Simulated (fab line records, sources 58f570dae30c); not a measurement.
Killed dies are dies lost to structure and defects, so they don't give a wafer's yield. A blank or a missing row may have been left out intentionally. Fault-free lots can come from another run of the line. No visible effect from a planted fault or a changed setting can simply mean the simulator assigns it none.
Which of the tools did it? / flow berkeleyCmos170 / 18 wafers from 6 lots sampled at 2 of the route's 331 steps

WHAT EACH GAUGE READ, for each wafer
UCB170_ACTIVE_CD_MEAS_13 targets a cd of 1200 nm.
lot=L284; measured=day 5 04:25; on=cdSem-02; cdNm (nm)=1200.1 1200.5 1200.7
lot=L288; measured=day 6 01:50; on=cdSem-02; cdNm (nm)=1201.5 1201.1 1201.5
lot=L296; measured=day 7 23:10; on=cdSem-01; cdNm (nm)=1189.3 1194.2 1189.5
lot=L300; measured=day 8 16:58; on=cdSem-02; cdNm (nm)=1198.6 1199.1 1199.1
lot=L302; measured=day 9 04:36; on=cdSem-01; cdNm (nm)=1200.6 1199.9 1200.1
lot=L306; measured=day 9 16:01; on=cdSem-01; cdNm (nm)=1201.8 1202.3 1201.0

WHICH TOOL RAN EACH LOT (tool, then ch and the chambers of the sampled wafers, then the start)
lot=L284; UCB170_ACTIVE_EXPOSE_10=krfScanner-02 ch 0, day 5 03:41
lot=L288; UCB170_ACTIVE_EXPOSE_10=krfScanner-02 ch 0, day 6 01:23
lot=L296; UCB170_ACTIVE_EXPOSE_10=krfScanner-02 ch 0, day 7 22:47
lot=L300; UCB170_ACTIVE_EXPOSE_10=krfScanner-01 ch 0, day 8 16:34
lot=L302; UCB170_ACTIVE_EXPOSE_10=krfScanner-01 ch 0, day 9 03:44
lot=L306; UCB170_ACTIVE_EXPOSE_10=krfScanner-01 ch 0, day 9 15:38
- UCB170_ACTIVE_EXPOSE_10: exposes mask ACTIVE, target cd 1200 nm.

THE ANSWER, worked out from the rows above alone
Rule: usual is defined by the lots themselves. The widest of any qualifying gaps counts: lots, ordered by their means at a reading, are off when they make up no more than a third of the lots, leave a main group of 4 or more, and stand apart from it by 3 or more times the standard deviation of that group's means. A main group is skipped when, at the precision printed for the reading in the tables above, its means are all equal. A lot without any number at a reading at which 4 lots or more have one is off too. All remaining lots with rows at the step are treated as sound.
Off: L296, at UCB170_ACTIVE_CD_MEAS_13 (cdNm). For the main group the mean is 1200.5 nm and the standard deviation 0.97.
A tool fits if, at a process step before that reading, it ran every lot that is off, and no sound lot after the first of them. The gauges at UCB170_ACTIVE_CD_MEAS_13 are tried like those tools. One candidate fits, namely krfScanner-02 at UCB170_ACTIVE_EXPOSE_10. Its last sound lot is L288 (day 6 01:23), its first lot that is off L296 (day 7 22:47): a fault that began between those two fits.

WHAT WAS PUT IN BY THE SIMULATOR
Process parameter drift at UCB170_ACTIVE_EXPOSE_10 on krfScanner-02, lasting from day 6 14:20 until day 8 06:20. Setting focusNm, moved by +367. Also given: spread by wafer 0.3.
Lots struck among those shown: L296. This agrees with what the rule above found.
